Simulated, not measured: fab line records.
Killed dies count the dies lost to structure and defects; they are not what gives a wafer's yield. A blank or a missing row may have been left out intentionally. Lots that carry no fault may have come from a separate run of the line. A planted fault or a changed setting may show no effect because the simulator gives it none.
fab line records || flow rit-cmos
record: {"lots": 4, "wafers": 12, "last-day": 7}
route steps=202 shown SDANNEAL@156 SILICIDE@161 CONTACT@168 M1@184
lots that met no fault: taken from a fault-free run of the same line
start-h: hours from the record's opening day to when the first of the lot's shown wafers began || wait-h: hours from the lot's prior step to this one || " same as the row above || L1.1+2: a single row standing in for several wafers || - value missing, or start not given || * or withheld: withheld || < > ~ a bound
route shown NAME@n: a module of which the file shows steps, and the number in the route of the first || usual: mean/standard deviation taken from wafers without a fault || same: alike in all rows || chamber/n: place in a boat || sites: the reading at each site || _std_site: how widely they spread, as a standard deviation || _edge_site: the outer-site mean with the inner-site mean subtracted || radius-mm: how far each site lies from the wafer's centre || mask NAME#n: copy n || behind: tool/chamber where the wafer was last shaped || hold: why the lot went on hold/how many hours it stayed there/how the hold came to an end || device: names the non-switching transistor (n, p or np) || end of line: at the end of the route, the tests of the same wafers || a step given without rows: its recipe and nothing more || killed: dies that structure and defects cost at the first sort, which is not the same as the wafer's yield || map: the dies of a wafer, with x for killed, . for not killed, _ for no die there
set.NAME: the setting the step ran with; set.NAME@STEP: the setting that earlier step ran with || model.NAME: the simulator's own value behind a step, which no gauge read
lots at selected steps of the route; one table per step, one row per wafer
services: a tool's chamber out of use, with start hour (start-h, from the record's first day; less than 0 if before it), hours out, and reason
== steps ==
step: RIT_SDANNEAL_RTA_03
recipe: {"temp-c": 1050, "time-s": 5, "idle-temp-c": 600, "ramp-up-c-per-s": 342, "ramp-down-c-per-s": 171, "cool-to-c": 600, "ambient": "N2"}
step: RIT_SILICIDE_WET_ETCH_00
recipe: {"chemistry": "BOE", "target": "SiO2", "target-depth-nm": 14, "time-s": 15, "dry": "n2-spin", "dilution": "10:1", "temp-c": 21.5}
step: RIT_SILICIDE_SPUTTER_01
recipe: {"material": "Ti", "target-thk-nm": 30, "power-w": 350, "chamber-pressure-pa": 0.667, "gas": "Ar", "time-s": 240, "substrate-temp-c": 25}
step: RIT_SILICIDE_RTA_04
recipe: {"temp-c": 650, "time-s": 10, "idle-temp-c": 25, "ramp-up-s": 5, "ramp-down-s": 5, "cool-to-c": 25, "ambient": "N2"}
step: RIT_SILICIDE_WET_ETCH_05
recipe: {"chemistry": "SPM", "target": "Ti", "temp-c": 90, "time-s": 120, "dry": "n2-spin"}
step: RIT_SILICIDE_RTA_06
recipe: {"temp-c": 750, "time-s": 10, "idle-temp-c": 25, "ramp-up-s": 5, "ramp-down-s": 10, "cool-to-c": 25, "ambient": "N2"}
step: RIT_CONTACT_CVD_00
recipe: {"material": "SiO2", "target-thk-nm": 400, "precursor": "TEOS", "temp-c": 390, "time-s": 61, "rf-w": 400}
usual: {"heater-power-w": "346/52", "rf-fwd-power-W": "396.5/1.7"}
{"lot.wafer": "L407.1", "tool": "pecvd-01", "chamber": 1, "start-h": 96.66, "wait-h": 0.1, "heater-power-w": 292, "rf-fwd-power-W": 395.2, "model.SiO2_of_CONTACT_CVD_00.thk-nm": 395.2}
{"lot.wafer": "L407.2", "tool": "pecvd-01", "chamber": 0, "start-h": 96.66, "wait-h": 0.1, "heater-power-w": 451, "rf-fwd-power-W": 397.9, "model.SiO2_of_CONTACT_CVD_00.thk-nm": 397.3}
{"lot.wafer": "L407.5", "tool": "pecvd-01", "chamber": 2, "start-h": 96.66, "wait-h": 0.1, "heater-power-w": 372, "rf-fwd-power-W": 398.1, "model.SiO2_of_CONTACT_CVD_00.thk-nm": 400.3}
{"lot.wafer": "L411.1", "tool": "pecvd-01", "chamber": 1, "start-h": 111.97, "wait-h": 0.1, "heater-power-w": 247, "rf-fwd-power-W": 553.9, "model.SiO2_of_CONTACT_CVD_00.thk-nm": 441.3}
{"lot.wafer": "L411.4", "tool": "pecvd-01", "chamber": 0, "start-h": 111.97, "wait-h": 0.1, "heater-power-w": 429, "rf-fwd-power-W": 400.0, "model.SiO2_of_CONTACT_CVD_00.thk-nm": 404.1}
{"lot.wafer": "L411.5", "tool": "pecvd-01", "chamber": 2, "start-h": 111.97, "wait-h": 0.1, "heater-power-w": 417, "rf-fwd-power-W": 396.5, "model.SiO2_of_CONTACT_CVD_00.thk-nm": 405.7}
{"lot.wafer": "L414.1", "tool": "pecvd-01", "chamber": 2, "start-h": 122.27, "wait-h": 0.1, "heater-power-w": 358, "rf-fwd-power-W": 395.3, "model.SiO2_of_CONTACT_CVD_00.thk-nm": 390.6}
{"lot.wafer": "L414.3", "tool": "pecvd-01", "chamber": 1, "start-h": 122.27, "wait-h": 0.1, "heater-power-w": 291, "rf-fwd-power-W": 556.3, "model.SiO2_of_CONTACT_CVD_00.thk-nm": 439.2}
{"lot.wafer": "L414.5", "tool": "pecvd-01", "chamber": 0, "start-h": 122.27, "wait-h": 0.1, "heater-power-w": 457, "rf-fwd-power-W": 398.1, "model.SiO2_of_CONTACT_CVD_00.thk-nm": 399.7}
{"lot.wafer": "L422.1", "tool": "pecvd-04", "chamber": 0, "start-h": 166.09, "wait-h": 0.1, "heater-power-w": 293, "rf-fwd-power-W": 394.0, "model.SiO2_of_CONTACT_CVD_00.thk-nm": 391.7}
{"lot.wafer": "L422.2", "tool": "pecvd-04", "chamber": 1, "start-h": 166.09, "wait-h": 0.1, "heater-power-w": 287, "rf-fwd-power-W": 391.8, "model.SiO2_of_CONTACT_CVD_00.thk-nm": 391.9}
{"lot.wafer": "L422.3", "tool": "pecvd-04", "chamber": 2, "start-h": 166.09, "wait-h": 0.1, "heater-power-w": 384, "rf-fwd-power-W": 396.3, "model.SiO2_of_CONTACT_CVD_00.thk-nm": 391.8}
step: RIT_CONTACT_THK_MEAS_01
recipe: {"reads": "SiO2_of_CONTACT_CVD_00"}
usual: {"CONTACT_TEOS_THK": "400/4.3"}
{"lot.wafer": "L407.1", "tool": "film-metro-02", "chamber": "-", "start-h": 96.71, "wait-h": 0.0, "CONTACT_TEOS_THK[nm]": 395}
{"lot.wafer": "L407.2", "tool": "film-metro-02", "chamber": "-", "start-h": 96.71, "wait-h": 0.0, "CONTACT_TEOS_THK[nm]": 397}
{"lot.wafer": "L407.5", "tool": "film-metro-02", "chamber": "-", "start-h": 96.71, "wait-h": 0.0, "CONTACT_TEOS_THK[nm]": 400}
{"lot.wafer": "L411.1", "tool": "film-metro-03", "chamber": "-", "start-h": 112.02, "wait-h": 0.0, "CONTACT_TEOS_THK[nm]": 441}
{"lot.wafer": "L411.4", "tool": "film-metro-03", "chamber": "-", "start-h": 112.02, "wait-h": 0.0, "CONTACT_TEOS_THK[nm]": 404}
{"lot.wafer": "L411.5", "tool": "film-metro-03", "chamber": "-", "start-h": 112.02, "wait-h": 0.0, "CONTACT_TEOS_THK[nm]": 406}
{"lot.wafer": "L414.1", "tool": "film-metro-03", "chamber": "-", "start-h": 122.32, "wait-h": 0.0, "CONTACT_TEOS_THK[nm]": 390}
{"lot.wafer": "L414.3", "tool": "film-metro-03", "chamber": "-", "start-h": 122.32, "wait-h": 0.0, "CONTACT_TEOS_THK[nm]": 439}
{"lot.wafer": "L414.5", "tool": "film-metro-03", "chamber": "-", "start-h": 122.32, "wait-h": 0.0, "CONTACT_TEOS_THK[nm]": 399}
{"lot.wafer": "L422.1", "tool": "film-metro-01", "chamber": "-", "start-h": 166.14, "wait-h": 0.0, "CONTACT_TEOS_THK[nm]": 392}
{"lot.wafer": "L422.2", "tool": "film-metro-01", "chamber": "-", "start-h": 166.14, "wait-h": 0.0, "CONTACT_TEOS_THK[nm]": 392}
{"lot.wafer": "L422.3", "tool": "film-metro-01", "chamber": "-", "start-h": 166.14, "wait-h": 0.0, "CONTACT_TEOS_THK[nm]": 392}
step: RIT_CONTACT_HMDS_02
recipe: {"prime-time-s": 60, "prime-temp-c": 140}
step: RIT_CONTACT_COAT_03
recipe: {"resist": "NOVOLAK", "spin-rpm": 3250, "resist-thk-nm": 1000}
step: RIT_CONTACT_SOFTBAKE_04
recipe: {"resist": "NOVOLAK", "temp-c": 90, "time-s": 60}
step: RIT_CONTACT_EXPOSE_05
recipe: {"mask-id": "M11", "na": 0.6, "source-shape": "conventional", "sigma-outer": 0.5, "target-cd-nm": 1000, "dose-mj": 250}
step: RIT_CONTACT_PEB_06
recipe: {"resist": "NOVOLAK", "temp-c": "withheld", "time-s": "withheld"}
step: RIT_CONTACT_DEVELOP_07
recipe: {"resist": "NOVOLAK", "develop-time-s": 120, "dev-temp-c": 23}
step: RIT_CONTACT_HARDBAKE_10
recipe: {"resist": "NOVOLAK", "temp-c": 140, "time-s": 60}
step: RIT_CONTACT_ETCH_11
recipe: {"target-depth-a": 4800, "over-etch-frac": 0.2, "stop-on": "TiSi2", "chemistry": "CHF3/CF4/Ar", "target": "SiO2", "CHF3_flow_sccm": 50, "cf4-flow-sccm": 10, "Ar_flow_sccm": 100, "O2_flow_sccm": 5, "pressure-mtorr": 100, "rf-w": 200, "time-s": 320}
usual: {"drypump-motor-current-A": "5.9/0.42", "oes-product-au": "1.001/0.014", "rf-fwd-power-W": "199.5/0.68", "throttle-valve-pct": "8.88/0.09"}
{"lot.wafer": "L407.1", "tool": "rie-diel-01", "chamber": 2, "start-h": 98.17, "wait-h": 0.1, "drypump-motor-current-A": 6.1, "oes-product-au": 1.023, "rf-fwd-power-W": 198.8, "rf-hours-counter-h": 4, "throttle-valve-pct": 9.08, "model.CONTACT.feature-depth-nm": 395.2, "model.etch.depth-nm": 395.2}
{"lot.wafer": "L407.2", "tool": "rie-diel-01", "chamber": 3, "start-h": 98.17, "wait-h": 0.1, "drypump-motor-current-A": 6.4, "oes-product-au": 0.984, "rf-fwd-power-W": 200.4, "rf-hours-counter-h": 127, "throttle-valve-pct": 8.85, "model.CONTACT.feature-depth-nm": 397.3, "model.etch.depth-nm": 397.3}
{"lot.wafer": "L407.5", "tool": "rie-diel-01", "chamber": 2, "start-h": 98.17, "wait-h": 0.1, "drypump-motor-current-A": 6.1, "oes-product-au": 1.030, "rf-fwd-power-W": 199.4, "rf-hours-counter-h": "-", "throttle-valve-pct": 9.06, "model.CONTACT.feature-depth-nm": 400.3, "model.etch.depth-nm": 400.3}
{"lot.wafer": "L411.1", "tool": "rie-diel-04", "chamber": 2, "start-h": 113.76, "wait-h": 0.1, "drypump-motor-current-A": 5.4, "oes-product-au": 0.984, "rf-fwd-power-W": 199.4, "rf-hours-counter-h": 146, "throttle-valve-pct": 8.84, "model.CONTACT.feature-depth-nm": 441.3, "model.etch.depth-nm": 441.3}
{"lot.wafer": "L411.4", "tool": "rie-diel-04", "chamber": 1, "start-h": 113.76, "wait-h": 0.1, "drypump-motor-current-A": 6.6, "oes-product-au": 1.000, "rf-fwd-power-W": 199.4, "rf-hours-counter-h": 41, "throttle-valve-pct": 8.84, "model.CONTACT.feature-depth-nm": 404.1, "model.etch.depth-nm": 404.1}
{"lot.wafer": "L411.5", "tool": "rie-diel-04", "chamber": 0, "start-h": 113.76, "wait-h": 0.1, "drypump-motor-current-A": 5.7, "oes-product-au": 1.015, "rf-fwd-power-W": 199.6, "rf-hours-counter-h": "-", "throttle-valve-pct": 8.77, "model.CONTACT.feature-depth-nm": 405.7, "model.etch.depth-nm": 405.7}
{"lot.wafer": "L414.1", "tool": "rie-diel-01", "chamber": 3, "start-h": 123.77, "wait-h": 0.1, "drypump-motor-current-A": 6.4, "oes-product-au": 0.979, "rf-fwd-power-W": 199.3, "rf-hours-counter-h": 128, "throttle-valve-pct": 8.87, "model.CONTACT.feature-depth-nm": 390.6, "model.etch.depth-nm": 390.6}
{"lot.wafer": "L414.3", "tool": "rie-diel-01", "chamber": 0, "start-h": 123.77, "wait-h": 0.1, "drypump-motor-current-A": 5.7, "oes-product-au": 1.005, "rf-fwd-power-W": 200.0, "rf-hours-counter-h": 16, "throttle-valve-pct": 8.90, "model.CONTACT.feature-depth-nm": 439.2, "model.etch.depth-nm": 439.2}
{"lot.wafer": "L414.5", "tool": "rie-diel-01", "chamber": 3, "start-h": 123.77, "wait-h": 0.1, "drypump-motor-current-A": 6.4, "oes-product-au": 0.988, "rf-fwd-power-W": 199.2, "rf-hours-counter-h": "-", "throttle-valve-pct": 8.84, "model.CONTACT.feature-depth-nm": 399.7, "model.etch.depth-nm": 399.7}
{"lot.wafer": "L422.1", "tool": "rie-diel-04", "chamber": 3, "start-h": 167.47, "wait-h": 0.1, "drypump-motor-current-A": 5.9, "oes-product-au": 1.001, "rf-fwd-power-W": 198.5, "rf-hours-counter-h": 145, "throttle-valve-pct": 8.86, "model.CONTACT.feature-depth-nm": 391.7, "model.etch.depth-nm": 391.7}
{"lot.wafer": "L422.2", "tool": "rie-diel-04", "chamber": 0, "start-h": 167.47, "wait-h": 0.1, "drypump-motor-current-A": 5.7, "oes-product-au": 1.009, "rf-fwd-power-W": 200.7, "rf-hours-counter-h": 5, "throttle-valve-pct": 8.77, "model.CONTACT.feature-depth-nm": 391.9, "model.etch.depth-nm": 391.9}
{"lot.wafer": "L422.3", "tool": "rie-diel-04", "chamber": 1, "start-h": 167.47, "wait-h": 0.1, "drypump-motor-current-A": 6.6, "oes-product-au": 0.988, "rf-fwd-power-W": 200.9, "rf-hours-counter-h": 42, "throttle-valve-pct": 8.84, "model.CONTACT.feature-depth-nm": 391.8, "model.etch.depth-nm": 391.8}
step: RIT_CONTACT_STRIP_12
recipe: {"chemistry": "O2", "time-s": 180, "resist": "NOVOLAK", "platen-temp-c": "withheld", "power-w": 500, "pressure-mtorr": 4000, "o2-flow-sccm": 4000}
step: RIT_CONTACT_CLEAN_13
recipe: {"chemistry": "SC1", "mix": "3:3:50", "time-s": 600, "temp-c": 75}
step: RIT_CONTACT_CLEAN_14
recipe: {"chemistry": "SC2", "mix": "3:3:50", "time-s": 600, "temp-c": 75, "dry": "n2-spin"}
step: RIT_M1_SPUTTER_00
recipe: {"material": "Al", "target-thk-nm": 400, "power-w": 2000, "chamber-pressure-pa": 0.4, "gas": "Ar", "time-s": 500, "substrate-temp-c": 25}
step: RIT_M1_HMDS_03
recipe: {"prime-time-s": 60, "prime-temp-c": 140}
step: RIT_M1_COAT_04
recipe: {"resist": "NOVOLAK", "spin-rpm": 2000, "resist-thk-nm": 1300}
step: RIT_M1_SOFTBAKE_05
recipe: {"resist": "NOVOLAK", "temp-c": 90, "time-s": 60}
step: RIT_M1_EXPOSE_06
recipe: {"mask-id": "M12", "na": 0.6, "source-shape": "conventional", "sigma-outer": 0.5, "target-cd-nm": 2600, "dose-mj": 250}
step: RIT_M1_PEB_07
recipe: {"resist": "NOVOLAK", "temp-c": "withheld", "time-s": "withheld"}
step: RIT_M1_DEVELOP_08
recipe: {"resist": "NOVOLAK", "develop-time-s": 68, "dev-temp-c": 23}
step: RIT_M1_HARDBAKE_11
recipe: {"resist": "NOVOLAK", "temp-c": 140, "time-s": 120}
step: RIT_M1_METAL_ETCH_12
recipe: {"stop-on": "SiO2", "chemistry": "Cl2/BCl3", "target": "Al", "time-s": 165, "over-etch-frac": 0.5, "pressure-mtorr": 100, "target-depth-a": 6000, "rf-w": 250, "Cl2_flow_sccm": 60, "bcl3-flow-sccm": 50}
usual: {"drypump-motor-current-A": "5.6/0.49", "oes-product-au": "0.768/0.012", "rf-fwd-power-W": "249.0/0.8", "throttle-valve-pct": "8.22/0.12"}
{"lot.wafer": "L407.1", "tool": "rie-metal-01", "chamber": 1, "start-h": 101.12, "wait-h": 0.2, "drypump-motor-current-A": 6.0, "oes-product-au": 0.760, "rf-fwd-power-W": 249.6, "rf-hours-counter-h": 4, "throttle-valve-pct": 8.34, "model.SiO2_of_CONTACT_CVD_00.thk-nm": 358.9}
{"lot.wafer": "L407.2", "tool": "rie-metal-01", "chamber": 0, "start-h": 101.12, "wait-h": 0.2, "drypump-motor-current-A": 4.9, "oes-product-au": 0.755, "rf-fwd-power-W": 248.7, "rf-hours-counter-h": 5, "throttle-valve-pct": 8.09, "model.SiO2_of_CONTACT_CVD_00.thk-nm": 360.4}
{"lot.wafer": "L407.5", "tool": "rie-metal-01", "chamber": 1, "start-h": 101.12, "wait-h": 0.2, "drypump-motor-current-A": 6.0, "oes-product-au": 0.756, "rf-fwd-power-W": 249.2, "rf-hours-counter-h": "-", "throttle-valve-pct": 8.32, "model.SiO2_of_CONTACT_CVD_00.thk-nm": 364.2}
{"lot.wafer": "L411.1", "tool": "rie-metal-01", "chamber": 1, "start-h": 116.38, "wait-h": 0.2, "drypump-motor-current-A": 6.1, "oes-product-au": 0.754, "rf-fwd-power-W": 248.3, "rf-hours-counter-h": 4, "throttle-valve-pct": 8.34, "model.SiO2_of_CONTACT_CVD_00.thk-nm": 404.8}
{"lot.wafer": "L411.4", "tool": "rie-metal-01", "chamber": 0, "start-h": 116.38, "wait-h": 0.2, "drypump-motor-current-A": 4.9, "oes-product-au": 0.758, "rf-fwd-power-W": 249.3, "rf-hours-counter-h": "-", "throttle-valve-pct": 8.08, "model.SiO2_of_CONTACT_CVD_00.thk-nm": 367.4}
{"lot.wafer": "L411.5", "tool": "rie-metal-01", "chamber": 1, "start-h": 116.38, "wait-h": 0.2, "drypump-motor-current-A": 6.1, "oes-product-au": 0.767, "rf-fwd-power-W": 248.6, "rf-hours-counter-h": "-", "throttle-valve-pct": 8.34, "model.SiO2_of_CONTACT_CVD_00.thk-nm": 369.5}
{"lot.wafer": "L414.1", "tool": "rie-metal-01", "chamber": 0, "start-h": 126.50, "wait-h": 0.2, "drypump-motor-current-A": 4.9, "oes-product-au": 0.763, "rf-fwd-power-W": 247.6, "rf-hours-counter-h": 5, "throttle-valve-pct": 8.09, "model.SiO2_of_CONTACT_CVD_00.thk-nm": 354.4}
{"lot.wafer": "L414.3", "tool": "rie-metal-01", "chamber": 0, "start-h": 126.50, "wait-h": 0.2, "drypump-motor-current-A": 4.9, "oes-product-au": 0.761, "rf-fwd-power-W": 246.6, "rf-hours-counter-h": "-", "throttle-valve-pct": 8.08, "model.SiO2_of_CONTACT_CVD_00.thk-nm": 402.9}
{"lot.wafer": "L414.5", "tool": "rie-metal-01", "chamber": 1, "start-h": 126.50, "wait-h": 0.2, "drypump-motor-current-A": 6.1, "oes-product-au": 0.752, "rf-fwd-power-W": 249.5, "rf-hours-counter-h": "-", "throttle-valve-pct": 8.34, "model.SiO2_of_CONTACT_CVD_00.thk-nm": 363.8}
{"lot.wafer": "L422.1", "tool": "rie-metal-04", "chamber": 0, "start-h": 171.98, "wait-h": 0.2, "drypump-motor-current-A": 5.1, "oes-product-au": 0.754, "rf-fwd-power-W": 248.0, "rf-hours-counter-h": 4, "throttle-valve-pct": 8.14, "model.SiO2_of_CONTACT_CVD_00.thk-nm": 355.3}
{"lot.wafer": "L422.2", "tool": "rie-metal-04", "chamber": 1, "start-h": 171.98, "wait-h": 0.2, "drypump-motor-current-A": 5.6, "oes-product-au": 0.783, "rf-fwd-power-W": 247.6, "rf-hours-counter-h": 3, "throttle-valve-pct": 8.15, "model.SiO2_of_CONTACT_CVD_00.thk-nm": 355.6}
{"lot.wafer": "L422.3", "tool": "rie-metal-04", "chamber": 1, "start-h": 171.98, "wait-h": 0.2, "drypump-motor-current-A": 5.6, "oes-product-au": 0.786, "rf-fwd-power-W": 249.5, "rf-hours-counter-h": "-", "throttle-valve-pct": 8.14, "model.SiO2_of_CONTACT_CVD_00.thk-nm": 355.4}
step: RIT_M1_STRIP_13
recipe: {"chemistry": "nmp", "resist": "NOVOLAK", "temp-c": 80, "time-s": 600, "dry": "n2-spin"}
step: RIT_M1_PROBE_99
usual: {"killed-at-front-end": "7/3.2", "killed-dies": "7/3.2", "killed-open": "3.6/2.1", "killed-short": "3.5/2"}
same: {"gross-dies": 264, "killed_at_M0_to_M3": 0, "killed_at_M4_up": 0, "killed-at-back-side": 0, "killed-at-contacts": 0, "killed-at-other": 0}
{"lot.wafer": "L407.1", "tool": "prober-01", "chamber": "-", "start-h": 103.83, "wait-h": 0.1, "killed-at-front-end": 4, "killed-dies": 4, "killed-open": 3, "killed-short": 1, "model.etest.field-p-metal.vt-v": -29.1, "model.etest.antenna-contact.vt-shift-v": -0.01542}
{"lot.wafer": "L407.2", "tool": "prober-01", "chamber": "-", "start-h": 103.88, "wait-h": 0.1, "killed-at-front-end": 3, "killed-dies": 3, "killed-open": 1, "killed-short": 2, "model.etest.field-p-metal.vt-v": -29.31, "model.etest.antenna-contact.vt-shift-v": -0.01381}
{"lot.wafer": "L407.5", "tool": "prober-01", "chamber": "-", "start-h": 104.03, "wait-h": 0.2, "killed-at-front-end": 7, "killed-dies": 7, "killed-open": 6, "killed-short": 1, "model.etest.field-p-metal.vt-v": -28.99, "model.etest.antenna-contact.vt-shift-v": -0.01227}
{"lot.wafer": "L411.1", "tool": "prober-02", "chamber": "-", "start-h": 118.63, "wait-h": 0.1, "killed-at-front-end": 13, "killed-dies": 13, "killed-open": 8, "killed-short": 5, "model.etest.field-p-metal.vt-v": -33.04, "model.etest.antenna-contact.vt-shift-v": -0.004083}
{"lot.wafer": "L411.4", "tool": "prober-02", "chamber": "-", "start-h": 118.78, "wait-h": 0.2, "killed-at-front-end": 5, "killed-dies": 5, "killed-open": 2, "killed-short": 3, "model.etest.field-p-metal.vt-v": -31.56, "model.etest.antenna-contact.vt-shift-v": -0.01649}
{"lot.wafer": "L411.5", "tool": "prober-02", "chamber": "-", "start-h": 118.83, "wait-h": 0.2, "killed-at-front-end": 7, "killed-dies": 7, "killed-open": 4, "killed-short": 3, "model.etest.field-p-metal.vt-v": -31.07, "model.etest.antenna-contact.vt-shift-v": -0.01068}
{"lot.wafer": "L414.1", "tool": "prober-01", "chamber": "-", "start-h": 128.78, "wait-h": 0.1, "killed-at-front-end": 10, "killed-dies": 10, "killed-open": 8, "killed-short": 2, "model.etest.field-p-metal.vt-v": -28.65, "model.etest.antenna-contact.vt-shift-v": -0.01556}
{"lot.wafer": "L414.3", "tool": "prober-01", "chamber": "-", "start-h": 128.88, "wait-h": 0.2, "killed-at-front-end": 7, "killed-dies": 7, "killed-open": 2, "killed-short": 5, "model.etest.field-p-metal.vt-v": -31.36, "model.etest.antenna-contact.vt-shift-v": -0.006394}
{"lot.wafer": "L414.5", "tool": "prober-01", "chamber": "-", "start-h": 128.98, "wait-h": 0.2, "killed-at-front-end": 18, "killed-dies": 18, "killed-open": 10, "killed-short": 8, "model.etest.field-p-metal.vt-v": -29.31, "model.etest.antenna-contact.vt-shift-v": -0.01188}
{"lot.wafer": "L422.1", "tool": "prober-01", "chamber": "-", "start-h": 174.23, "wait-h": 0.1, "killed-at-front-end": 3, "killed-dies": 3, "killed-open": 1, "killed-short": 2, "model.etest.field-p-metal.vt-v": -29.39, "model.etest.antenna-contact.vt-shift-v": -0.01916}
{"lot.wafer": "L422.2", "tool": "prober-01", "chamber": "-", "start-h": 174.28, "wait-h": 0.1, "killed-at-front-end": 6, "killed-dies": 6, "killed-open": 3, "killed-short": 3, "model.etest.field-p-metal.vt-v": -29.47, "model.etest.antenna-contact.vt-shift-v": -0.0106}
{"lot.wafer": "L422.3", "tool": "prober-01", "chamber": "-", "start-h": 174.33, "wait-h": 0.2, "killed-at-front-end": 10, "killed-dies": 10, "killed-open": 5, "killed-short": 5, "model.etest.field-p-metal.vt-v": -29.33, "model.etest.antenna-contact.vt-shift-v": -0.01662}
killed by level:class
L407.1 GATE:geometric-particle:open=3 GATE:geometric-particle:short=1
L407.2 GATE:geometric-particle:short=1 SPACER:geometric-particle:open=1 SILICIDE:geometric-particle:short=1
L407.5 REOX:geometric-particle:open=2 SILICIDE:geometric-particle:open=2 FOX1:geometric-particle:open=1 SPACER:geometric-particle:open=1 SILICIDE:geometric-particle:short=1
L411.1 REOX:geometric-particle:open=3 GATE:geometric-particle:open=2 SILICIDE:geometric-particle:short=2 FOX1:geometric-particle:open=1 FOX1:geometric-particle:short=1 FOX2:geometric-particle:open=1 FOX2:geometric-particle:short=1 GATE:geometric-particle:short=1
L411.4 FOX1:geometric-particle:short=1 FOX2:geometric-particle:short=1 GATE:geometric-particle:open=1 SPACER:geometric-particle:short=1 SILICIDE:geometric-particle:open=1
L411.5 REOX:geometric-particle:short=2 FOX1:geometric-particle:open=1 GATE:geometric-particle:open=1 GATE:geometric-particle:short=1 REOX:geometric-particle:open=1 SPACER:geometric-particle:open=1
L414.1 GATE:geometric-particle:open=4 FOX1:geometric-particle:open=1 REOX:geometric-particle:open=1 SPACER:geometric-particle:open=1 SPACER:geometric-particle:short=1 SILICIDE:geometric-particle:short=1 SILICIDE:geometric-particle:open=1
L414.3 GATE:geometric-particle:short=3 REOX:geometric-particle:open=2 SPACER:geometric-particle:short=1 SILICIDE:geometric-particle:short=1
L414.5 REOX:geometric-particle:open=5 GATE:geometric-particle:open=4 REOX:geometric-particle:short=4 FOX1:geometric-particle:short=3 FOX1:geometric-particle:open=1 GATE:geometric-particle:short=1
L422.1 FOX1:geometric-particle:short=1 GATE:geometric-particle:short=1 GATE:geometric-particle:open=1
L422.2 GATE:geometric-particle:open=2 GATE:geometric-particle:short=1 SPACER:geometric-particle:short=1 SILICIDE:geometric-particle:short=1 SILICIDE:geometric-particle:open=1
L422.3 GATE:geometric-particle:open=3 GATE:geometric-particle:short=2 REOX:geometric-particle:open=2 FOX2:geometric-particle:short=1 REOX:geometric-particle:short=1 SILICIDE:geometric-particle:short=1
== services ==
{"tool": "rie-diel-04", "chamber": 1, "start-h": 74.42, "hours": 8.0, "kind": "repair"}
{"tool": "rie-metal-01", "chamber": "-", "start-h": 84.68, "hours": 4.3, "kind": "pm"}
{"tool": "pecvd-04", "chamber": "-", "start-h": 89.48, "hours": 2.9, "kind": "repair"}
{"tool": "rie-metal-01", "chamber": "-", "start-h": 91.54, "hours": 2.8, "kind": "pm"}
{"tool": "rie-diel-04", "chamber": "-", "start-h": 118.41, "hours": 14.6, "kind": "pm"}
{"tool": "rie-diel-01", "chamber": 1, "start-h": 122.58, "hours": "-", "kind": "clean"}
{"tool": "rie-diel-01", "chamber": 1, "start-h": 122.58, "hours": 19.2, "kind": "scheduled-down"}
{"tool": "rie-diel-01", "chamber": 1, "start-h": 122.58, "hours": 19.2, "kind": "vent-cycle"}
{"tool": "pecvd-01", "chamber": 1, "start-h": 135.06, "hours": "-", "kind": "calibration"}
{"tool": "rie-diel-01", "chamber": "-", "start-h": 162.41, "hours": 0.7, "kind": "repair"}
{"tool": "rie-diel-01", "chamber": "-", "start-h": 167.43, "hours": 2.8, "kind": "pm"}
{"tool": "rie-diel-04", "chamber": 2, "start-h": 168.34, "hours": "-", "kind": "clean"}
== key ==
first-sign: {"step": "RIT_CONTACT_CVD_00", "reading": "rf-fwd-power-W", "direction": "up", "sigmas": 95, "usual": 396.5, "struck": 555.1}
effect: {"step": "RIT_CONTACT_THK_MEAS_01", "reading": "CONTACT_TEOS_THK", "direction": "up", "sigmas": 9.4, "usual": 400, "struck": 440}
model-effect: {"step": "RIT_CONTACT_CVD_00", "value": "SiO2_of_CONTACT_CVD_00.thk-nm", "without": 398.1, "struck": 440.2}
model-effect: {"step": "RIT_CONTACT_ETCH_11", "value": "CONTACT.feature-depth-nm", "without": 398.1, "struck": 440.2}
model-effect: {"step": "RIT_M1_METAL_ETCH_12", "value": "SiO2_of_CONTACT_CVD_00.thk-nm", "without": 361.7, "struck": 403.8}
model-effect: {"step": "RIT_M1_PROBE_99", "value": "etest.field-p-metal.vt-v", "without": -29.99, "struck": -32.2}
met-at RIT_CONTACT_CVD_00
struck-wafers L411.1,L414.3
tester-left-out L411,L414
onset-between 96.66 111.97
fault: {"kind": "process-parameter-drift", "tool": "pecvd-01", "chamber": 1, "onset-h": 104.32, "steps": "RIT_CONTACT_CVD_00", "channel": "rf-w", "offset": 160, "shape": "step", "end-h": 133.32, "stated": 400}
tester-left-out: of these lots the tester's yield and bins aren't shown, on N5 and GAA mostly nor the transistor test; their killed dies are dies lost to structure and defects alone, not to doping, threshold or leakage, so they don't give the yield
